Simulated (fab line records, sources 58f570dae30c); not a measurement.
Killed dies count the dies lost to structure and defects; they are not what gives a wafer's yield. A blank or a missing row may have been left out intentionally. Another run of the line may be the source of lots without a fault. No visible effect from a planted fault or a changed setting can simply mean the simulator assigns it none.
One fault through the eyes of 2 desks	flow berkeley_cmos170	each desk holds nothing but its own numbers, with what lay behind them at the end

== THE METROLOGY DESK ==
Means of the sampled wafers that have a number, per lot and without regard to the tool the lot ran on: this is what the gauges read. The brackets show how far a lot's mean lies from the usual mean; more than 4 standard deviations puts the lot out of limits, marked OUT.
Columns: A = PWELL_OVL at UCB170_PWELL_OVL_MEAS_13, usual -2 nm; B = FIELD_OXIDE_LEFT_2_THK at UCB170_FIELD_THK_MEAS_91, usual 355 nm; C = GATE_OXIDE_THK at UCB170_GATE_THK_MEAS_02, usual 6.71 nm; D = NSD_RS at UCB170_SDANNEAL_RS_MEAS_03, usual 37.31 ohm/sq
lot	first seen here	A	B	C	D
L104	day 2 22:17	1	343	6.72	37.34
L103	day 2 22:32	-2	351	6.53	37.38
L105	day 3 07:31	-6	353	6.68	37.29
L106	day 3 15:04	-1	342	6.85	37.19
L108	day 3 22:37	2	357	6.67	37.38
L110	day 4 12:25	-1	350	6.36	37.32
L112	day 4 19:58	0	347	6.55	37.29
L114	day 5 10:13	1	363	6.69	37.33
L116	day 5 19:50	-1	363	6.87	34.60 (-31) OUT
L117	day 6 05:40	0	343	6.83	34.66 (-30) OUT
L118	day 6 05:51	-12	341	6.76	37.21
L120	day 6 15:21	-2	354	6.84	37.31
L122	day 6 21:50	0	369	6.81	37.35
L123	day 7 00:55	-1	373	6.73	37.21
This desk's finding: out of limits on L116, L117; first on L116, day 9 14:17 (NSD_RS at UCB170_SDANNEAL_RS_MEAS_03). L104, L103, L105, L106, L108, L110, L112, L114, L118, L120, L122, L123 stayed within limits.

== DESK OF THE TOOL OWNER: implanter-02 ==
The tool's own readings at UCB170_NSD_IMPLANT_08: means of the sampled wafers that have a number, for each lot that ran on this tool. The brackets show how far a lot's mean lies from the usual mean; more than 4 standard deviations puts the lot out of limits, marked OUT.
Columns: A = dose_ions_cm2 at UCB170_NSD_IMPLANT_08, usual 3.0005e+15; B = faraday_current_uA at UCB170_NSD_IMPLANT_08, usual 9237
lot	first seen here	A	B
L103	day 6 11:02	3.0012e+15	9140
L105	day 6 16:56	2.9976e+15	9186
L110	day 8 09:08	3.0043e+15	9241
L116	day 9 12:47	3.5576e+15 (+99 or more) OUT	10982 (+9.7) OUT
L117	day 9 20:19	3.5628e+15 (+99 or more) OUT	10985 (+9.7) OUT
This desk's verdict: out of limits on L116, L117, starting with L116 at day 9 12:47 (dose_ions_cm2 at UCB170_NSD_IMPLANT_08). L103, L105, L110 stayed within limits.

== ALL TOGETHER ==
The tool owner's desk could have raised an alarm at day 9 12:47, on L116, L117.
Metrology desk: alarm possible at day 9 14:17 on L116, L117.
Of the lots named, all ran UCB170_NSD_IMPLANT_08 on implanter-02.

== WHAT THE SIMULATOR HAD INSERTED ==
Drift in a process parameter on implanter-02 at UCB170_NSD_IMPLANT_08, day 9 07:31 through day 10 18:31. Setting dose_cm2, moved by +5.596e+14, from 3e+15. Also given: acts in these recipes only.
Struck lots among those shown: L116, L117.
Delay (hours) between the fault's onset and each desk's first out-of-limits reading: 5 at the tool owner's desk, 7 at the metrology desk.
